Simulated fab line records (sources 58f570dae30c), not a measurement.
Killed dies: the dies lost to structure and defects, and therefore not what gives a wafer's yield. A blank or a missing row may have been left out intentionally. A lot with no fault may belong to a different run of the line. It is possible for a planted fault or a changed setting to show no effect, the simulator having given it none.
What tool caused it?	flow berkeley cmos170	42 wafers from 14 lots sampled at 6 of the route's 331 steps

== WHAT THE GAUGES SHOWED, per wafer ==
UCB170_M1_CD_MEAS_09: the cd target is 700 nm. Usual: cd nm at 699.7 nm, with a standard deviation of 1.4.
lot	measured	on	cd nm (nm)	flag
L658	day 8 01:54	cd sem-02	699.3 699.8 700.1	
L659	day 8 02:29	cd sem-02	699.6 699.4 698.7	
L661	day 8 21:02	cd sem-02	699.4 699.6 698.5	
L662	day 8 21:01	cd sem-01	699.0 699.3 699.0	
L664	day 9 02:35	cd sem-02	698.9 700.4 699.2	
L667	day 9 18:05	cd sem-01	700.5 698.9 699.7	
L666	day 9 19:58	cd sem-01	699.6 700.0 700.8	
L669	day 10 01:33	cd sem-02	701.3 700.7 700.5	
L670	day 10 11:40	cd sem-01	702.1 701.5 701.5	
L675	day 11 02:04	cd sem-02	701.2 702.4 699.6	
L671	day 11 03:01	cd sem-02	699.0 700.9 702.8	
L674	day 11 02:40	cd sem-02	698.5 699.1 699.8	
L672	day 11 04:34	cd sem-01	700.8 699.5 699.1	
L681	day 12 12:53	cd sem-01	698.3 698.9 699.6	

UCB170_M1_CD_MEAS_90: the cd target is 700 nm. Usual: cd nm at 700.0 nm, with a standard deviation of 2.3.
lot	measured	on	cd nm (nm)	flag
L658	day 8 02:20	cd sem-01	698.9 699.2 698.5	
L659	day 8 02:55	cd sem-02	701.8 700.8 698.3	
L661	day 8 21:28	cd sem-01	701.6 702.3 699.3	
L662	day 8 21:35	cd sem-02	700.9 700.2 699.5	
L664	day 9 03:01	cd sem-02	697.4 699.0 696.5	
L667	day 9 18:31	cd sem-02	697.5 697.8 695.7	
L666	day 9 20:23	cd sem-02	699.5 701.6 701.3	
L669	day 10 01:59	cd sem-01	700.6 698.6 700.0	
L670	day 10 12:05	cd sem-01	703.3 704.9 703.2	
L675	day 11 02:30	cd sem-02	700.0 702.3 697.7	
L671	day 11 03:26	cd sem-01	- - -	OFF
L674	day 11 03:07	cd sem-02	- - -	OFF
L672	day 11 04:59	cd sem-02	702.2 700.3 700.0	
L681	day 12 13:19	cd sem-01	697.1 698.4 700.2	

== WHICH TOOL RAN EACH LOT (tool, then ch and the chambers of the sampled wafers, then the start) ==
lot	UCB170_SPACER_CVD_00	UCB170_SDANNEAL_RTA_01	UCB170_M1_ETCH_11	UCB170_M1_METAL_ETCH_12
L658	pecvd-01 ch 0,1, day 7 05:32	rtp anneal-01 ch 0, day 7 16:36	rie diel-04 ch 1,3, day 8 02:04	rie metal-02 ch 0,1, day 8 02:06
L659	pecvd-01 ch 0,1,2, day 7 05:35	rtp anneal-02 ch 0, day 7 16:54	rie diel-01 ch 0,1,2, day 8 02:37	rie metal-02 ch 0,1, day 8 02:40
L661	pecvd-04 ch 0,1,2, day 7 19:06	rtp anneal-02 ch 0, day 8 08:57	rie diel-01 ch 0,2,3, day 8 21:08	rie metal-03 ch 0,1, day 8 21:13
L662	pecvd-01 ch 0,1, day 7 19:40	rtp anneal-01 ch 0, day 8 09:08	rie diel-02 ch 0,3, day 8 21:08	rie metal-02 ch 0, day 8 21:16
L664	pecvd-01 ch 1,2, day 8 04:40	rtp anneal-02 ch 0, day 8 19:49	rie diel-02 ch 0,1, day 9 02:42	rie metal-01 ch 0,1, day 9 02:47
L667	pecvd-02 ch 0,2, day 9 00:56	rtp anneal-01 ch 0, day 9 08:50	rie diel-04 ch 0,1,2, day 9 18:14	rie metal-01 ch 0,1, day 9 18:17
L666	pecvd-01 ch 0,1, day 9 01:10	rtp anneal-02 ch 0, day 9 09:25	rie diel-01 ch 2,3, day 9 20:06	rie metal-03 ch 0,1, day 9 20:08
L669	pecvd-04 ch 0,1,2, day 9 08:59	rtp anneal-01 ch 0, day 9 18:30	rie diel-04 ch 0,1,2, day 10 01:42	rie metal-01 ch 0,1, day 10 01:44
L670	pecvd-02 ch 0,2, day 9 18:41	rtp anneal-01 ch 0, day 10 03:45	rie diel-04 ch 1,2, day 10 11:49	rie metal-03 ch 0,1, day 10 11:52
L675	pecvd-02 ch 1,2, day 10 07:51	rtp anneal-02 ch 0, day 10 18:38	rie diel-02 ch 1,2,3, day 11 02:13	rie metal-01 ch 1, day 11 02:15
L671	pecvd-04 ch 0,2, day 10 10:13	rtp anneal-02 ch 0, day 10 19:01	rie diel-04 ch 1,2, day 11 03:09	rie metal-02 ch 1, day 11 03:11
L674	pecvd-01 ch 0,1,2, day 10 10:13	rtp anneal-01 ch 0, day 10 18:37	rie diel-02 ch 1,3, day 11 02:50	rie metal-03 ch 0,1, day 11 02:52
L672	pecvd-02 ch 0,1,2, day 10 10:14	rtp anneal-01 ch 0, day 10 19:15	rie diel-02 ch 1,2,3, day 11 04:41	rie metal-03 ch 0,1, day 11 04:44
L681	pecvd-02 ch 1,2, day 11 20:31	rtp anneal-02 ch 0, day 12 05:35	rie diel-04 ch 0,1,2, day 12 13:03	rie metal-01 ch 0,1, day 12 13:05
- UCB170_SPACER_CVD_00: deposits SiO2 from TEOS/O2, target thk 376 nm, time 47 s.
- UCB170_SDANNEAL_RTA_01: time 5 s.
- UCB170_M1_ETCH_11: etches BARC in N2/H2.
- UCB170_M1_METAL_ETCH_12: etches Al in Cl2/BCl3, stops on PSG, target depth 780 nm, time 130 s.

== WHAT THE TOOLS THEMSELVES READ (means of the sampled wafers that have a number; where no wafer has one, the mark that the record gives instead) ==
UCB170_SPACER_CVD_00. Usual: heater power w at 273 W, with a standard deviation of 55.
lot	tool	heater power w (W)	flag
L658	pecvd-01	279	
L659	pecvd-01	284	
L661	pecvd-04	254	
L662	pecvd-01	285	
L664	pecvd-01	288	
L667	pecvd-02	278	
L666	pecvd-01	342	
L669	pecvd-04	270	
L670	pecvd-02	259	
L675	pecvd-02	313	
L671	pecvd-04	283	
L674	pecvd-01	299	
L672	pecvd-02	265	
L681	pecvd-02	314	

UCB170_SDANNEAL_RTA_01. Usual: lamp power pct 37.63 %, standard deviation 0.2; wafer_temp_C_max 1055.7, standard deviation 1.4.
lot	tool	lamp power pct (%)	wafer_temp_C_max	flag
L658	rtp anneal-01	37.87	1054.2	
L659	rtp anneal-02	37.42	1056.2	
L661	rtp anneal-02	37.45	1056.8	
L662	rtp anneal-01	37.84	1054.2	
L664	rtp anneal-02	37.46	1056.3	
L667	rtp anneal-01	37.88	1054.2	
L666	rtp anneal-02	37.45	1056.4	
L669	rtp anneal-01	37.84	1055.4	
L670	rtp anneal-01	37.86	1054.9	
L675	rtp anneal-02	37.47	1057.2	
L671	rtp anneal-02	37.46	1056.3	
L674	rtp anneal-01	37.84	1054.1	
L672	rtp anneal-01	37.82	1055.2	
L681	rtp anneal-02	37.45	1057.4	

UCB170_M1_ETCH_11. Usual: bias w 99.96 W, standard deviation 0.29; chamber pressure mTorr 30.000 mTorr, standard deviation 0.027; drypump motor current A 5.8 A, standard deviation 0.38; oes product au 1.000 a.u., standard deviation 0.018; throttle valve pct 13.35 %, standard deviation 0.18.
lot	tool	bias w (W)	chamber pressure mTorr (mTorr)	drypump motor current A (A)	oes product au (a.u.)	throttle valve pct (%)	flag
L658	rie diel-04	99.88	30.006	5.7	0.997	13.09	
L659	rie diel-01	100.12	30.005	5.7	0.998	13.38	
L661	rie diel-01	99.95	30.014	5.6	0.996	13.40	
L662	rie diel-02	99.84	29.999	5.6	1.014	13.17	
L664	rie diel-02	99.90	29.984	5.7	0.992	13.49	
L667	rie diel-04	100.02	30.009	5.9	1.005	13.32	
L666	rie diel-01	99.96	30.015	5.7	1.001	13.40	
L669	rie diel-04	99.78	29.997	5.9	1.017	13.33	
L670	rie diel-04	100.16	30.007	6.1	1.014	13.34	
L675	rie diel-02	99.89	29.993	5.6	1.002	13.45	
L671	rie diel-04	-	-	-	-	-	OFF
L674	rie diel-02	-	-	-	-	-	OFF
L672	rie diel-02	100.12	29.972	5.6	1.001	13.46	
L681	rie diel-04	99.77	29.971	5.9	1.010	13.33	

UCB170_M1_METAL_ETCH_12. Usual: bcl3 flow sccm 44.99 sccm, standard deviation 0.15; bias w 120.0 W, standard deviation 0.38; chamber pressure mTorr 12.000 mTorr, standard deviation 0.011; drypump motor current A 5.4 A, standard deviation 0.57; oes product au 0.858 a.u., standard deviation 0.012; throttle valve pct 24.41 %, standard deviation 0.17.
lot	tool	bcl3 flow sccm (sccm)	bias w (W)	chamber pressure mTorr (mTorr)	drypump motor current A (A)	oes product au (a.u.)	throttle valve pct (%)	flag
L658	rie metal-02	44.99	120.0	11.988	5.9	0.845	24.48	
L659	rie metal-02	45.16	120.0	11.989	6.2	0.867	24.50	
L661	rie metal-03	45.10	119.9	12.001	5.4	0.852	24.40	
L662	rie metal-02	45.03	119.7	11.994	6.4	0.865	24.53	
L664	rie metal-01	44.87	120.1	11.996	4.7	0.846	24.40	
L667	rie metal-01	45.08	119.5	11.999	4.7	0.848	24.40	
L666	rie metal-03	45.00	119.8	12.006	5.5	0.875	24.43	
L669	rie metal-01	44.95	120.5	11.999	4.7	0.847	24.41	
L670	rie metal-03	45.07	120.2	12.005	5.5	0.868	24.44	
L675	rie metal-01	45.12	120.2	12.004	4.7	0.848	24.08	
L671	rie metal-02	45.15	120.0	12.007	5.7	0.375	24.70	OFF
L674	rie metal-03	45.00	119.9	12.003	5.3	0.378	24.62	OFF
L672	rie metal-03	44.91	120.0	11.988	5.5	0.869	24.44	
L681	rie metal-01	44.94	120.0	12.008	4.7	0.845	24.23	

== THE ANSWER, worked out from the rows above alone ==
Rule: a lot counts as off when the mean over its wafers that have a number is more than 3 standard deviations away from the usual mean. A lot without any number at a reading at which 4 lots or more have one is off too. Any other lot the step has rows for is counted as sound. First the gauges in route order, then the tools' own readings, where a lot's mean is used as printed above. The first step at which some lot is off is used, and at that step the reading that is off furthest; a lot without a number counts as furthest.
Off: L671, L674 (UCB170_M1_CD_MEAS_90, cd nm). Without a number there: L671, L674.
If a tool, at a process step before that reading, ran all the lots that are off and no sound lot after the first of them, it fits. Not tried: the gauges at UCB170_M1_CD_MEAS_90; whatever is off there is also off at UCB170_M1_ETCH_11, on other tools, and gauge error can't account for it. None of those tried fits.

== WHAT HAD BEEN PUT IN BY THE SIMULATOR ==
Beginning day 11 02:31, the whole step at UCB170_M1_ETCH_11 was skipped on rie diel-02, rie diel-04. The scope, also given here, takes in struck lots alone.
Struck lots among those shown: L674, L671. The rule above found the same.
